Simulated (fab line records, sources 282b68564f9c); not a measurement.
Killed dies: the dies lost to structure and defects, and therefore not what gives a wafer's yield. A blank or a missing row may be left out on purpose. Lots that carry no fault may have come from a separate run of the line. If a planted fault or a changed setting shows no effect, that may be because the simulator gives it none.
What tool caused it? :: flow rit cmos :: 45 wafers from 15 lots sampled at 5 of the route's 202 steps

## WHAT EACH GAUGE READ, for each wafer
RIT_ACTIVE_BOW_MEAS_00. Usual: INCOMING_BOW 0 um, standard deviation 6.4.
lot: L100
measured: day 1 10:00
on: film metro-01
INCOMING_BOW (um): 1 -7 -2
flag: 

lot: L101
measured: day 1 15:01
on: film metro-03
INCOMING_BOW (um): -10 3 -2
flag: 

lot: L102
measured: day 1 20:00
on: film metro-03
INCOMING_BOW (um): 0 -3 -4
flag: 

lot: L103
measured: day 2 01:01
on: film metro-03
INCOMING_BOW (um): -1 -3 -7
flag: 

lot: L104
measured: day 2 06:00
on: film metro-01
INCOMING_BOW (um): -1 -5 -1
flag: 

lot: L106
measured: day 2 16:01
on: film metro-03
INCOMING_BOW (um): 8 -5 2
flag: 

lot: L108
measured: day 3 02:01
on: film metro-01
INCOMING_BOW (um): 1 -2 -4
flag: 

lot: L109
measured: day 3 07:00
on: film metro-01
INCOMING_BOW (um): 16 9 0
flag: 

lot: L110
measured: day 3 12:00
on: film metro-01
INCOMING_BOW (um): 3 2 6
flag: 

lot: L111
measured: day 3 17:02
on: film metro-03
INCOMING_BOW (um): -8 -4 1
flag: 

lot: L112
measured: day 3 22:02
on: film metro-04
INCOMING_BOW (um): 1 -7 -5
flag: 

lot: L113
measured: day 4 03:01
on: film metro-03
INCOMING_BOW (um): -7 14 -7
flag: 

lot: L114
measured: day 4 08:01
on: film metro-03
INCOMING_BOW (um): 7 7 -2
flag: 

lot: L118
measured: day 5 04:01
on: film metro-04
INCOMING_BOW (um): 3 6 -2
flag: 

lot: L123
measured: day 6 05:00
on: film metro-01
INCOMING_BOW (um): -8 5 -2
flag: 

RIT_FOX1_THK_MEAS_01. Usual: FOX1_OXIDE_THK 349 nm, standard deviation 4.7.
lot: L100
measured: day 1 18:22
on: film metro-01
FOX1_OXIDE_THK (nm): 341 352 346
flag: 

lot: L101
measured: day 1 23:03
on: film metro-04
FOX1_OXIDE_THK (nm): 350 354 350
flag: 

lot: L102
measured: day 2 03:44
on: film metro-02
FOX1_OXIDE_THK (nm): 352 345 346
flag: 

lot: L103
measured: day 2 08:32
on: film metro-01
FOX1_OXIDE_THK (nm): 351 349 346
flag: 

lot: L104
measured: day 2 14:10
on: film metro-01
FOX1_OXIDE_THK (nm): 355 355 348
flag: 

lot: L106
measured: day 2 22:55
on: film metro-04
FOX1_OXIDE_THK (nm): 349 355 350
flag: 

lot: L108
measured: day 3 08:52
on: film metro-01
FOX1_OXIDE_THK (nm): 354 353 350
flag: 

lot: L109
measured: day 3 14:41
on: film metro-01
FOX1_OXIDE_THK (nm): 343 350 346
flag: 

lot: L110
measured: day 3 19:14
on: film metro-01
FOX1_OXIDE_THK (nm): 352 349 352
flag: 

lot: L111
measured: day 4 00:28
on: film metro-01
FOX1_OXIDE_THK (nm): 354 351 352
flag: 

lot: L112
measured: day 4 05:27
on: film metro-01
FOX1_OXIDE_THK (nm): 344 345 348
flag: 

lot: L113
measured: day 4 09:59
on: film metro-04
FOX1_OXIDE_THK (nm): 356 348 348
flag: 

lot: L114
measured: day 4 14:59
on: film metro-04
FOX1_OXIDE_THK (nm): 344 353 348
flag: 

lot: L118
measured: day 5 10:51
on: film metro-02
FOX1_OXIDE_THK (nm): 355 353 356
flag: 

lot: L123
measured: day 6 11:49
on: film metro-04
FOX1_OXIDE_THK (nm): 350 351 347
flag: 

RIT_REOX_THK_MEAS_04. Usual: REOX_OXIDE_THK 25.0 nm, standard deviation 0.51.
lot: L100
measured: day 2 17:53
on: film metro-04
REOX_OXIDE_THK (nm): 25.2 25.1 24.8
flag: 

lot: L101
measured: day 2 22:18
on: film metro-04
REOX_OXIDE_THK (nm): 24.6 24.4 24.6
flag: 

lot: L102
measured: day 3 02:36
on: film metro-02
REOX_OXIDE_THK (nm): 25.3 24.9 25.2
flag: 

lot: L103
measured: day 3 07:02
on: film metro-02
REOX_OXIDE_THK (nm): 25.0 24.9 25.4
flag: 

lot: L104
measured: day 3 13:22
on: film metro-04
REOX_OXIDE_THK (nm): 25.2 25.0 24.5
flag: 

lot: L106
measured: day 3 22:35
on: film metro-02
REOX_OXIDE_THK (nm): 24.9 24.9 24.9
flag: 

lot: L108
measured: day 4 09:10
on: film metro-03
REOX_OXIDE_THK (nm): 25.0 25.4 25.3
flag: 

lot: L109
measured: day 4 14:24
on: film metro-02
REOX_OXIDE_THK (nm): 25.0 25.1 24.8
flag: 

lot: L110
measured: day 4 22:31
on: film metro-04
REOX_OXIDE_THK (nm): 39.2 39.9 39.7
flag: OFF

lot: L111
measured: day 4 23:42
on: film metro-04
REOX_OXIDE_THK (nm): 25.9 26.2 25.7
flag: 

lot: L112
measured: day 5 04:26
on: film metro-03
REOX_OXIDE_THK (nm): 26.1 25.9 25.5
flag: 

lot: L113
measured: day 5 12:54
on: film metro-03
REOX_OXIDE_THK (nm): 39.9 39.6 40.3
flag: OFF

lot: L114
measured: day 5 18:31
on: film metro-02
REOX_OXIDE_THK (nm): 41.2 40.9 41.3
flag: OFF

lot: L118
measured: day 6 10:02
on: film metro-02
REOX_OXIDE_THK (nm): 23.9 23.7 23.7
flag: 

lot: L123
measured: day 7 11:22
on: film metro-03
REOX_OXIDE_THK (nm): 25.0 24.8 24.8
flag: 

## WHAT TOOL EACH LOT RAN ON (gives the tool, then ch and the chambers of the sampled wafers, and finally the start)
lot: L100
RIT_NRETRO_STRIP_09: plasma asher-02 ch 0,1, day 2 07:10
RIT_REOX_OXIDATION_03: furnace-04 ch 0, day 2 15:20

lot: L101
RIT_NRETRO_STRIP_09: plasma asher-02 ch 0,1, day 2 11:59
RIT_REOX_OXIDATION_03: furnace-03 ch 0, day 2 19:44

lot: L102
RIT_NRETRO_STRIP_09: plasma asher-02 ch 0, day 2 16:28
RIT_REOX_OXIDATION_03: furnace-03 ch 0, day 3 00:03

lot: L103
RIT_NRETRO_STRIP_09: plasma asher-02 ch 0,1, day 2 20:58
RIT_REOX_OXIDATION_03: furnace-01 ch 0, day 3 04:28

lot: L104
RIT_NRETRO_STRIP_09: plasma asher-02 ch 0,1, day 3 02:50
RIT_REOX_OXIDATION_03: furnace-03 ch 0, day 3 10:49

lot: L106
RIT_NRETRO_STRIP_09: plasma asher-04 ch 0,1, day 3 11:49
RIT_REOX_OXIDATION_03: furnace-01 ch 0, day 3 20:01

lot: L108
RIT_NRETRO_STRIP_09: plasma asher-02 ch 0,1, day 3 21:21
RIT_REOX_OXIDATION_03: furnace-03 ch 0, day 4 06:36

lot: L109
RIT_NRETRO_STRIP_09: plasma asher-03 ch 0,1, day 4 04:11
RIT_REOX_OXIDATION_03: furnace-04 ch 0, day 4 11:51

lot: L110
RIT_NRETRO_STRIP_09: plasma asher-02 ch 1, day 4 07:38
RIT_REOX_OXIDATION_03: furnace-04 ch 0, day 4 17:08

lot: L111
RIT_NRETRO_STRIP_09: plasma asher-03 ch 0,1, day 4 13:43
RIT_REOX_OXIDATION_03: furnace-01 ch 0, day 4 21:08

lot: L112
RIT_NRETRO_STRIP_09: plasma asher-03 ch 0,1, day 4 18:02
RIT_REOX_OXIDATION_03: furnace-01 ch 0, day 5 01:52

lot: L113
RIT_NRETRO_STRIP_09: plasma asher-03 ch 0, day 4 22:20
RIT_REOX_OXIDATION_03: furnace-04 ch 0, day 5 07:37

lot: L114
RIT_NRETRO_STRIP_09: plasma asher-03 ch 0,1, day 5 03:23
RIT_REOX_OXIDATION_03: furnace-03 ch 0, day 5 12:20 and furnace-01 ch 0, day 5 15:57

lot: L118
RIT_NRETRO_STRIP_09: plasma asher-04 ch 0,1, day 5 23:19
RIT_REOX_OXIDATION_03: furnace-04 ch 0, day 6 07:29

lot: L123
RIT_NRETRO_STRIP_09: plasma asher-04 ch 0,1, day 7 00:34
RIT_REOX_OXIDATION_03: furnace-01 ch 0, day 7 08:49
- RIT_NRETRO_STRIP_09: strips in O2, time 180 s.
- RIT_REOX_OXIDATION_03: target thk 25.2 nm, ox time 5580 s.

## AS READ BY THE TOOLS THEMSELVES (means over the sampled wafers that have a number; for cases with no such wafer, the mark the record gives instead)
RIT_NRETRO_STRIP_09. Usual: chamber pressure mTorr 4000 mTorr, standard deviation 4.2; drypump motor current A 5.5 A, standard deviation 0.35.
lot: L100
tool: plasma asher-02
chamber pressure mTorr (mTorr): 3999
drypump motor current A (A): 5.7
flag: 

lot: L101
tool: plasma asher-02
chamber pressure mTorr (mTorr): 3997
drypump motor current A (A): 5.7
flag: 

lot: L102
tool: plasma asher-02
chamber pressure mTorr (mTorr): 4001
drypump motor current A (A): 6.1
flag: 

lot: L103
tool: plasma asher-02
chamber pressure mTorr (mTorr): 4003
drypump motor current A (A): 5.7
flag: 

lot: L104
tool: plasma asher-02
chamber pressure mTorr (mTorr): 4000
drypump motor current A (A): 5.9
flag: 

lot: L106
tool: plasma asher-04
chamber pressure mTorr (mTorr): 3995
drypump motor current A (A): 5.4
flag: 

lot: L108
tool: plasma asher-02
chamber pressure mTorr (mTorr): 3995
drypump motor current A (A): 5.9
flag: 

lot: L109
tool: plasma asher-03
chamber pressure mTorr (mTorr): 3996
drypump motor current A (A): 5.2
flag: 

lot: L110
tool: plasma asher-02
chamber pressure mTorr (mTorr): 3998
drypump motor current A (A): 5.5
flag: 

lot: L111
tool: plasma asher-03
chamber pressure mTorr (mTorr): 3998
drypump motor current A (A): 5.3
flag: 

lot: L112
tool: plasma asher-03
chamber pressure mTorr (mTorr): 4003
drypump motor current A (A): 5.3
flag: 

lot: L113
tool: plasma asher-03
chamber pressure mTorr (mTorr): 4001
drypump motor current A (A): 5.4
flag: 

lot: L114
tool: plasma asher-03
chamber pressure mTorr (mTorr): 4001
drypump motor current A (A): 5.3
flag: 

lot: L118
tool: plasma asher-04
chamber pressure mTorr (mTorr): 4006
drypump motor current A (A): 5.4
flag: 

lot: L123
tool: plasma asher-04
chamber pressure mTorr (mTorr): 4004
drypump motor current A (A): 5.4
flag: 

RIT_REOX_OXIDATION_03. Usual: ox temp c 900.1 C, standard deviation 0.4; tube center temp C 900 C, standard deviation 0.086; tube_center_temp_C_max 902.3, standard deviation 0.39; zone power source pct 26.8 %, standard deviation 1.8.
lot: L100
tool: furnace-04
ox temp c (C): 900.3
tube center temp C (C): 900
tube_center_temp_C_max: 902.4
zone power source pct (%): 28.4
flag: 

lot: L101
tool: furnace-03
ox temp c (C): 899.9
tube center temp C (C): 900
tube_center_temp_C_max: 902.3
zone power source pct (%): 26.9
flag: 

lot: L102
tool: furnace-03
ox temp c (C): 899.6
tube center temp C (C): 900
tube_center_temp_C_max: 902.7
zone power source pct (%): 26.9
flag: 

lot: L103
tool: furnace-01
ox temp c (C): 900.2
tube center temp C (C): 900
tube_center_temp_C_max: 902.4
zone power source pct (%): 24.7
flag: 

lot: L104
tool: furnace-03
ox temp c (C): 899.7
tube center temp C (C): 900
tube_center_temp_C_max: 902.1
zone power source pct (%): 26.8
flag: 

lot: L106
tool: furnace-01
ox temp c (C): 899.8
tube center temp C (C): 900
tube_center_temp_C_max: 902.4
zone power source pct (%): 24.5
flag: 

lot: L108
tool: furnace-03
ox temp c (C): 899.9
tube center temp C (C): 900
tube_center_temp_C_max: 902.5
zone power source pct (%): 26.9
flag: 

lot: L109
tool: furnace-04
ox temp c (C): 900.0
tube center temp C (C): 900
tube_center_temp_C_max: 902.3
zone power source pct (%): 29.0
flag: 

lot: L110
tool: furnace-04
ox temp c (C): 899.9
tube center temp C (C): 900
tube_center_temp_C_max: 902.8
zone power source pct (%): 28.8
flag: 

lot: L111
tool: furnace-01
ox temp c (C): 900.0
tube center temp C (C): 900
tube_center_temp_C_max: 902.4
zone power source pct (%): 24.3
flag: 

lot: L112
tool: furnace-01
ox temp c (C): 900.2
tube center temp C (C): 900
tube_center_temp_C_max: 902.2
zone power source pct (%): 24.4
flag: 

lot: L113
tool: furnace-04
ox temp c (C): 900.1
tube center temp C (C): 900
tube_center_temp_C_max: 902.4
zone power source pct (%): 28.8
flag: 

lot: L114
tool: furnace-03/furnace-01
ox temp c (C): 900.1
tube center temp C (C): 900
tube_center_temp_C_max: 902.3
zone power source pct (%): 25.8
flag: 

lot: L118
tool: furnace-04
ox temp c (C): 900.4
tube center temp C (C): 900
tube_center_temp_C_max: 902.5
zone power source pct (%): 28.7
flag: 

lot: L123
tool: furnace-01
ox temp c (C): 899.9
tube center temp C (C): 900
tube_center_temp_C_max: 902.1
zone power source pct (%): 24.4
flag: 

## THE ANSWER, worked out from the rows above alone
Rule: lot off if the mean of its wafers having a number is beyond 3 standard deviations from the usual mean. Also off: a lot with no number at a reading for which 4 or more lots have one. All remaining lots with rows at the step are treated as sound. First the gauges in route order, then the tools' own readings, where a lot's mean is used as printed above. At the first step where some lot is off, the reading lying furthest off is the one used; lots without a number count as furthest.
Off: L110, L113, L114, at RIT_REOX_THK_MEAS_04 (REOX_OXIDE_THK).
A tool fits if, at a process step before that reading, it ran every lot that is off, and no sound lot after the first of them. Those tools and the gauges at RIT_REOX_THK_MEAS_04 are tried in the same way. Not one of the candidates tried fits.

## WHAT THE SIMULATOR HAD PUT IN
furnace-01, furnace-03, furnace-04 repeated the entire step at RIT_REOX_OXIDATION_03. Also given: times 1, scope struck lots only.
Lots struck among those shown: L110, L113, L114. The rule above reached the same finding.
